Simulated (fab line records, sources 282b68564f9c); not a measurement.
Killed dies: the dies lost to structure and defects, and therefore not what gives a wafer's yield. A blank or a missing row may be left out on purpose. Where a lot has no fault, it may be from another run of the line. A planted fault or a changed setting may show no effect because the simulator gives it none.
fab line records	flow rit_cmos
record: lots: 6	wafers: 18	last_day: 7
route steps=202 shown PLDD@120 SPACER@125 NSD@131 M1@202
lots with no fault: from the same line, run without faults
start_h: hours from the record's opening day to when the first of the lot's shown wafers began	wait_h: how many hours have passed since the lot's step before this one	" repeats the value in the row above	L1.1+2: several wafers, shown together as one row	- no value present, or no start provided	* or withheld: withheld	< > ~ a bound
route shown NAME@n: a module of which the file shows steps, and the number in the route of the first	usual: the fault-free wafers' mean and standard deviation	same: alike in all rows	chamber/n: place in a boat	sites: the reading at each site	_std_site: the standard deviation of these	_edge_site: inner sites' mean taken away from outer sites' mean	radius_mm: how far each site lies from the wafer's centre	mask NAME#n: copy n	behind: the most recent tool/chamber to have shaped the wafer	hold: cause of the lot's hold/its duration in hours/its outcome	device: transistor that didn't switch, given as n, p or np	end of line: tests of these same wafers at the route's end	a step with no rows: only its recipe	killed: at the first sort, the dies lost to defects and structure; wafer yield is something else	map: shows each die of a wafer: x if killed, . if not, _ if none is there
set.NAME: setting as actually run; set.NAME@STEP: the setting as run at that earlier step	model.NAME: the simulator's own value behind a step, which no gauge read
lots at some steps of the route; a table a step, a row a wafer
services: when a tool's chamber went out of use (start_h, in hours from the record's first day, below 0 if earlier), for how many hours, and the reason
== steps ==
step: RIT_PLDD_OVL_MEAS_06
usual: PLDD_OVL: 0.1/1.3
lot.wafer	tool	chamber	start_h	wait_h	PLDD_OVL[nm]
L191.1	overlay-01	-	51.19	-	2.6
L191.3	"	-	"	"	-0.9
L191.6	"	-	"	"	3.6
L201.1	overlay-01	-	102.78	-	0.1
L201.3	"	-	"	"	0.2
L201.4	"	-	"	"	-0.2
L202.1	overlay-02	-	107.39	-	1.1
L202.2	"	-	"	"	-1.2
L202.4	"	-	"	"	0.5
L203.1	overlay-01	-	111.69	-	1.4
L203.5	"	-	"	"	1.2
L203.6	"	-	"	"	0.5
L207.2	overlay-02	-	134.08	-	-1.7
L207.3	"	-	"	"	-0.8
L207.5	"	-	"	"	-0.4
L210.3	overlay-02	-	148.79	-	2.3
L210.4	"	-	"	"	1.1
L210.6	"	-	"	"	1.0
step: RIT_PLDD_HARDBAKE_07
recipe: resist: NOVOLAK	temp_c: 140	time_s: 60
step: RIT_PLDD_IMPLANT_08
recipe: species: BF2	energy_kev: 19.62	dose_cm2: 9e+14	tilt_deg: 7
step: RIT_PLDD_STRIP_09
recipe: chemistry: O2	time_s: 180	resist: NOVOLAK	platen_temp_c: withheld	power_w: 500	pressure_mtorr: 4000	o2_flow_sccm: 4000
usual: drypump_motor_current_A: 6.0/0.35
lot.wafer	tool	chamber	start_h	wait_h	drypump_motor_current_A	rf_hours_counter_h
L191.1	plasma_asher-03	0	51.52	0.1	6.4	42
L191.3	"	0	"	"	6.4	-
L191.6	"	1	"	"	5.7	-
L201.1	plasma_asher-04	0	103.12	0.1	5.6	46
L201.3	"	1	"	"	6.4	-
L201.4	"	0	"	"	5.6	-
L202.1	plasma_asher-03	1	107.73	0.1	5.7	48
L202.2	"	0	"	"	6.4	48
L202.4	"	0	"	"	6.4	-
L203.1	plasma_asher-03	0	112.03	0.1	6.4	49
L203.5	"	0	"	"	6.4	-
L203.6	"	1	"	"	5.7	-
L207.2	plasma_asher-04	1	134.41	0.1	6.4	2
L207.3	"	1	"	"	6.4	-
L207.5	"	1	"	"	6.4	-
L210.3	plasma_asher-03	1	149.17	0.1	5.7	-
L210.4	"	0	"	"	6.4	-
L210.6	"	0	"	"	6.4	-
step: RIT_PLDD_TW_MEAS_10
usual: PLDD_TW: 2326/20
lot.wafer	tool	chamber	start_h	wait_h	PLDD_TW
L191.1	film_metro-01	-	51.70	0.1	2309
L191.3	"	-	"	"	2308
L191.6	"	-	"	"	2317
L201.1	film_metro-01	-	103.30	0.1	2308
L201.3	"	-	"	"	2305
L201.4	"	-	"	"	2311
L202.1	film_metro-01	-	107.90	0.1	2306
L202.2	"	-	"	"	2304
L202.4	"	-	"	"	2303
L203.1	film_metro-01	-	112.20	0.1	2307
L203.5	"	-	"	"	2319
L203.6	"	-	"	"	2300
L207.2	film_metro-01	-	134.59	0.1	2314
L207.3	"	-	"	"	2317
L207.5	"	-	"	"	2315
L210.3	film_metro-01	-	149.30	0.1	2308
L210.4	"	-	"	"	2311
L210.6	"	-	"	"	2311
step: RIT_SPACER_CLEAN_00
recipe: chemistry: SC1	mix: 3:3:50	time_s: 600	temp_c: 75
step: RIT_SPACER_CLEAN_01
recipe: chemistry: dHF	dilution: 50:1	time_s: 30
step: RIT_SPACER_CLEAN_02
recipe: chemistry: SC2	mix: 3:3:50	time_s: 600	temp_c: 75	dry: n2_spin
step: RIT_SPACER_CVD_03
recipe: material: Si3N4	target_thk_nm: 250	temp_c: 810	precursor: SiH2Cl2/NH3	time_s: 3300	pressure_mtorr: 300	sih2cl2_flow_sccm: 60	nh3_flow_sccm: 150
step: RIT_SPACER_THK_MEAS_04
recipe: reads: Si3N4_of_SPACER_CVD_03
usual: SPACER_NITRIDE_THK: 249.8/2.6
lot.wafer	tool	chamber	start_h	wait_h	SPACER_NITRIDE_THK[nm]
L191.1	film_metro-02	-	54.06	0.0	245.8
L191.3	"	-	"	"	249.6
L191.6	"	-	"	"	250.6
L201.1	film_metro-02	-	105.64	0.0	250.6
L201.3	"	-	"	"	251.2
L201.4	"	-	"	"	254.5
L202.1	film_metro-01	-	111.22	0.0	251.3
L202.2	"	-	"	"	246.7
L202.4	"	-	"	"	248.7
L203.1	film_metro-02	-	114.90	0.0	248.6
L203.5	"	-	"	"	249.2
L203.6	"	-	"	"	248.9
L207.2	film_metro-02	-	136.95	0.0	252.9
L207.3	"	-	"	"	252.6
L207.5	"	-	"	"	251.6
L210.3	film_metro-01	-	151.68	0.0	247.5
L210.4	"	-	"	"	247.1
L210.6	"	-	"	"	245.4
step: RIT_SPACER_ETCHBACK_05
recipe: target_depth_a: 2500	SF6_flow_sccm: 30	CHF3_flow_sccm: 30	target: Si3N4	chemistry: SF6/CHF3	pressure_mtorr: 40	rf_w: 250	time_s: 240	stop_on: SiO2
usual: CHF3_flow_sccm: 30.00/0.082	drypump_motor_current_A: 5.9/0.42	oes_product_au: 0.843/0.017	throttle_valve_pct: 10.25/0.13
lot.wafer	tool	chamber	start_h	wait_h	CHF3_flow_sccm	drypump_motor_current_A	oes_product_au	rf_hours_counter_h	throttle_valve_pct
L191.1	rie_diel-04	3	54.12	0.1	29.97	5.7	0.823	29	10.29
L191.3	"	0	"	"	29.96	6.2	0.872	129	10.23
L191.6	"	0	"	"	30.02	6.2	0.878	-	10.24
L201.1	rie_diel-01	2	105.70	0.1	29.95	6.2	0.831	68	10.16
L201.3	"	3	"	"	29.92	5.9	0.851	159	10.62
L201.4	"	2	"	"	29.87	6.2	0.835	-	10.19
L202.1	rie_diel-04	0	111.28	0.1	30.00	6.2	0.879	131	10.24
L202.2	"	3	"	"	30.00	5.7	0.821	29	10.31
L202.4	"	1	"	"	30.13	6.2	0.864	72	10.21
L203.1	rie_diel-01	2	114.96	0.1	30.02	6.2	0.825	68	10.16
L203.5	"	1	"	"	29.94	5.0	0.833	-	10.31
L203.6	"	0	"	"	30.04	5.7	0.845	-	10.18
L207.2	rie_diel-01	3	137.00	0.0	29.93	6.0	0.880	0	10.60
L207.3	"	1	"	"	30.06	5.0	0.843	8	10.32
L207.5	"	0	"	"	30.05	5.7	0.845	-	10.18
L210.3	rie_diel-04	3	151.72	0.0	29.99	5.7	0.819	30	10.29
L210.4	"	0	"	"	30.04	6.2	0.860	131	10.25
L210.6	"	3	"	"	30.01	5.7	0.811	-	10.29
step: RIT_NSD_HMDS_00
recipe: prime_time_s: 60	prime_temp_c: 140
step: RIT_NSD_COAT_01
recipe: resist: NOVOLAK	spin_rpm: 3250	resist_thk_nm: 1000
lot.wafer	tool	chamber	start_h	wait_h	model.NOVOLAK_of_NSD_COAT_01.thk_nm
L191.1	litho_track-02	0	54.42	0.1	1002
L191.3	"	0	"	"	1000
L191.6	"	0	"	"	1001
L201.1	litho_track-02	0	106.00	0.1	990.6
L201.3	"	0	"	"	988
L201.4	"	0	"	"	990.1
L202.1	litho_track-02	0	111.68	0.1	993.6
L202.2	"	0	"	"	990.5
L202.4	"	0	"	"	993
L203.1	litho_track-03	0	115.26	0.1	1004
L203.5	"	0	"	"	998.2
L203.6	"	0	"	"	1005
L207.2	litho_track-01	0	137.33	0.1	997.9
L207.3	"	0	"	"	997.3
L207.5	"	0	"	"	995.5
L210.3	litho_track-01	0	152.07	0.1	1004
L210.4	"	0	"	"	1001
L210.6	"	0	"	"	999.4
step: RIT_NSD_SOFTBAKE_02
recipe: resist: NOVOLAK	temp_c: 90	time_s: 60
step: RIT_NSD_EXPOSE_03
recipe: mask_id: M9	na: 0.57	target_cd_nm: 40700	dose_mj: 250
step: RIT_NSD_PEB_04
recipe: resist: NOVOLAK	temp_c: withheld	time_s: withheld
step: RIT_NSD_DEVELOP_05
recipe: resist: NOVOLAK	develop_time_s: 50	dev_temp_c: 23
step: RIT_NSD_OVL_MEAS_06
usual: NSD_OVL: 0.1/1.3
lot.wafer	tool	chamber	start_h	wait_h	NSD_OVL[nm]
L191.1	overlay-02	-	55.12	-	-1.3
L191.3	"	-	"	"	1.1
L191.6	"	-	"	"	0.3
L201.1	overlay-02	-	106.70	-	-0.3
L201.3	"	-	"	"	-1.4
L201.4	"	-	"	"	-0.7
L202.1	overlay-02	-	112.50	-	-0.7
L202.2	"	-	"	"	-0.5
L202.4	"	-	"	"	-1.8
L203.1	overlay-01	-	115.96	-	-0.3
L203.5	"	-	"	"	0.2
L203.6	"	-	"	"	0.0
L207.2	overlay-01	-	138.01	-	1.2
L207.3	"	-	"	"	2.1
L207.5	"	-	"	"	-1.1
L210.3	overlay-02	-	152.86	-	1.3
L210.4	"	-	"	"	-0.7
L210.6	"	-	"	"	3.0
step: RIT_NSD_HARDBAKE_07
recipe: resist: NOVOLAK	temp_c: 138.8	time_s: 60
lot.wafer	tool	chamber	start_h	wait_h	model.NOVOLAK_of_NSD_COAT_01.thk_nm
L191.1	litho_track-02	0	55.15	0.0	887.5
L191.3	"	0	"	"	886
L191.6	"	0	"	"	886.3
L201.1	litho_track-01	0	106.73	0.0	877.3
L201.3	"	0	"	"	875
L201.4	"	0	"	"	876.9
L202.1	litho_track-03	0	112.54	0.0	879.9
L202.2	"	0	"	"	877.3
L202.4	"	0	"	"	879.5
L203.1	litho_track-03	0	116.00	0.0	888.7
L203.5	"	0	"	"	884
L203.6	"	0	"	"	889.7
L207.2	litho_track-02	0	138.06	0.0	883.8
L207.3	"	0	"	"	883.2
L207.5	"	0	"	"	881.6
L210.3	litho_track-02	0	152.93	0.1	889.3
L210.4	"	0	"	"	886.6
L210.6	"	0	"	"	885.1
step: RIT_NSD_IMPLANT_08
recipe: species: P	energy_kev: 24.54	dose_cm2: 1e+15	tilt_deg: 7
step: RIT_M1_PROBE_99
usual: killed_at_M0_to_M3: 0.0/0.12	killed_at_front_end: 6.3/2.9	killed_dies: 6.4/2.8	killed_open: 3.3/2	killed_short: 3.1/2
same: gross_dies: 264	killed_at_M4_up: 0	killed_at_back_side: 0	killed_at_contacts: 0	killed_at_other: 0
lot.wafer	tool	chamber	start_h	wait_h	killed_at_M0_to_M3	killed_at_front_end	killed_dies	killed_open	killed_short
L191.1	prober-01	-	65.16	0.1	1	5	6	2	4
L191.3	prober-01	-	65.26	0.2	0	8	8	5	3
L191.6	prober-01	-	65.41	0.2	0	11	11	5	6
L201.1	prober-01	-	116.54	0.1	0	8	8	3	5
L201.3	prober-01	-	116.64	0.2	0	6	6	3	3
L201.4	prober-01	-	116.69	0.2	0	6	6	3	3
L210.3	prober-02	-	163.15	0.2	0	4	4	2	2
L210.4	prober-02	-	163.20	0.2	0	5	5	3	2
L210.6	prober-02	-	163.30	0.2	0	4	4	4	0
killed by level:class
L191.1 FOX1:geometric_particle:open=1 GATE:geometric_particle:short=1 GATE:geometric_particle:open=1 REOX:geometric_particle:short=1 SPACER:geometric_particle:short=1 M1:geometric_particle:short=1
L191.3 GATE:geometric_particle:open=3 GATE:geometric_particle:short=2 REOX:geometric_particle:open=1 REOX:geometric_particle:short=1 SILICIDE:geometric_particle:open=1
L191.6 GATE:geometric_particle:open=4 FOX1:geometric_particle:short=2 SPACER:geometric_particle:short=2 GATE:geometric_particle:short=1 REOX:geometric_particle:open=1 REOX:geometric_particle:short=1
L201.1 FOX1:geometric_particle:short=2 FOX2:geometric_particle:short=1 GATE:geometric_particle:open=1 GATE:geometric_particle:short=1 REOX:geometric_particle:open=1 SPACER:geometric_particle:short=1 SPACER:geometric_particle:open=1
L201.3 FOX2:geometric_particle:open=2 GATE:geometric_particle:short=2 FOX2:geometric_particle:short=1 GATE:geometric_particle:open=1
L201.4 SPACER:geometric_particle:open=2 FOX1:geometric_particle:short=1 FOX2:geometric_particle:short=1 GATE:geometric_particle:short=1 GATE:geometric_particle:open=1
L210.3 FOX1:geometric_particle:short=1 FOX2:geometric_particle:short=1 REOX:geometric_particle:open=1 SILICIDE:geometric_particle:open=1
L210.4 GATE:geometric_particle:open=2 GATE:geometric_particle:short=2 REOX:geometric_particle:open=1
L210.6 FOX1:geometric_particle:open=1 FOX2:geometric_particle:open=1 GATE:geometric_particle:open=1 SPACER:geometric_particle:open=1
== services ==
tool	chamber	start_h	hours	kind
plasma_asher-03	-	32.03	0.3	repair
plasma_asher-03	-	59.40	2.3	repair
rie_diel-04	-	65.34	1.1	repair
rie_diel-01	0	92.90	-	clean
rie_diel-01	0	92.90	15.9	scheduled_down
rie_diel-01	0	92.90	15.9	vent_cycle
plasma_asher-04	-	108.75	9.0	pm
plasma_asher-04	0	108.75	9.0	vent_cycle
plasma_asher-04	1	108.75	9.0	vent_cycle
rie_diel-01	3	108.78	-	clean
rie_diel-01	3	108.78	17.9	scheduled_down
rie_diel-01	3	108.78	17.9	vent_cycle
rie_diel-01	-	110.22	0.2	repair
plasma_asher-04	0	117.75	-	clean
plasma_asher-04	1	117.75	-	clean
== key ==
first_sign none at tools or gauges
model_effect: step: RIT_NSD_COAT_01	value: NOVOLAK_of_NSD_COAT_01.thk_nm	without: 1004	struck: 991
model_effect: step: RIT_NSD_HARDBAKE_07	value: NOVOLAK_of_NSD_COAT_01.thk_nm	without: 889.2	struck: 877.7
met_at RIT_NSD_COAT_01
struck_wafers L201.1,L201.3,L201.4,L202.1,L202.2,L202.4
tester_left_out L201,L202
onset_between 54.42 106.00
fault: kind: process_parameter_drift	tool: litho_track-02	chamber: -	onset_h: 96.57	steps: RIT_NSD_COAT_01	channel: resist_thk_nm	offset: -13.091	shape: step	end_h: 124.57	acts_in: these_recipes_only	stated: 1000
tester_left_out: of these lots the tester's yield and bins aren't shown, on N5 and GAA mostly nor the transistor test; their killed dies are dies lost to structure and defects alone, not to doping, threshold or leakage, so they don't give the yield
